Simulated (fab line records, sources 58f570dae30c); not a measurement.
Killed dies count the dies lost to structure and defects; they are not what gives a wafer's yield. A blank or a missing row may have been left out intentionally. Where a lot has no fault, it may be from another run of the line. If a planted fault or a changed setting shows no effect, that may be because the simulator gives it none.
Split-lot study	flow berkeley_cmos170	27 wafers read from 5 lots, route of 331 steps

## ON THE SPLIT
At UCB170_M2_DEVELOP_14 (develop time 45 s), the setting develop_time_s was moved away from the recipe's 45 s on 12 of the 27 wafers read, by -51.9% to +33.4%. This setting was run at the recipe's value on the other wafers.

There is no step in the file separating the split from the reading.

## THE READING
cd_nm at UCB170_M2_CD_MEAS_15, given in nm (cd target 700 nm). On this fab line, fault-free wafers typically give 700.2 nm with a standard deviation of 1.5 nm.

wafer	tool, chamber at the split	develop_time_s as run, s	against the recipe	cd_nm, nm	against lot-mates on the recipe
L077.1	litho_track-02, 0	45	recipe	699.9	-
L077.2	litho_track-02, 0	21.65	-51.9%	706.7	+6.4
L077.3	litho_track-02, 0	45	recipe	700.9	-
L077.4	litho_track-02, 0	45	recipe	700.2	-
L077.5	litho_track-02, 0	21.65	-51.9%	705.2	+4.9
L077.6	litho_track-02, 0	21.65	-51.9%	706.1	+5.8
L078.1	litho_track-03, 0	45	recipe	699.7	-
L078.2	litho_track-03, 0	45	recipe	699.2	-
L078.3	litho_track-03, 0	58.28	+29.5%	698.4	-1.0
L078.4	litho_track-03, 0	58.28	+29.5%	696.1	-3.3
L078.5	litho_track-03, 0	45	recipe	699.3	-
L078.6	litho_track-03, 0	58.28	+29.5%	697.6	-1.8
L084.1	litho_track-04, 0	60.01	+33.4%	697.3	-3.4
L084.2	litho_track-04, 0	45	recipe	700.1	-
L084.3	litho_track-04, 0	60.01	+33.4%	697.6	-3.1
L084.4	litho_track-04, 0	60.01	+33.4%	698.7	-2.0
L084.5	litho_track-04, 0	45	recipe	700.4	-
L084.6	litho_track-04, 0	45	recipe	701.5	-
L083.1	litho_track-04, 0	45	recipe	696.4	-
L083.2	litho_track-04, 0	45	recipe	698.0	-
L083.3	litho_track-04, 0	33.04	-26.6%	698.9	+1.4
L083.4	litho_track-04, 0	33.04	-26.6%	699.8	+2.3
L083.5	litho_track-04, 0	33.04	-26.6%	699.4	+1.9
L083.6	litho_track-04, 0	45	recipe	698.2	-
L085.2	litho_track-04, 0	45	recipe	701.3	-
L085.3	litho_track-04, 0	45	recipe	699.9	-
L085.5	litho_track-04, 0	45	recipe	700.1	-

FIT RESULTS
A straight line over all 27 wafers: cd_nm changes by -0.0831 nm for each +1% of develop_time_s; r = -0.80; the points scatter about the line by 1.6 nm.
The same after taking each lot's own level away (the mean of its wafers on the recipe; 27 wafers): -0.0918 nm for each +1%; r = -0.95; scatter 0.77 nm.
On that fit, the largest move of develop_time_s shifts the reading by 4.8 nm.
The span of the lots' own levels, 697.53 to 700.67 nm, comes to 2.1 times the standard deviation stated above.
So the lot-to-lot level blurs the effect unless lot-mates are compared.
Check: for one of the wafers moved furthest among these (-51.9%), held out of the fit, the line's prediction against its lot-mates is +4.55 nm. It came out at +6.37 nm against them.

## OTHER SPLITS APPLIED TO THESE WAFERS
Other splits were also applied to these wafers ahead of the reading. Each is held against what the fit with the lots' levels taken away leaves over:
other split on the same wafers	wafers away from the commonest value	r with cd_nm (lot level and that fit taken away)
UCB170_WELLDRIVE_OXIDATION_01 ox_time_s	18	-0.23
UCB170_ACTIVE_ETCH_15 target_depth_a	9	-0.05
UCB170_GATE_ETCH_15 target_depth_a	9	+0.27

## THE WHOLE CHAIN: every reading that the file lists as answering this split, in the file's order
step	what it does	reading	change (the file's fit)	r (the file's)
UCB170_M2_CD_MEAS_15	target cd 700 nm	cd_nm	-0.0925 nm for each +1% of the setting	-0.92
UCB170_M2_ETCH_17	etches BARC in N2/H2	M2.cd_nm (the simulator's own value, which no gauge read)	-0.0894 nm for each +1% of the setting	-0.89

## THE FILE'S OWN FIT
cd_nm changes by -0.0925 nm for each +1% of develop_time_s, r = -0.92.
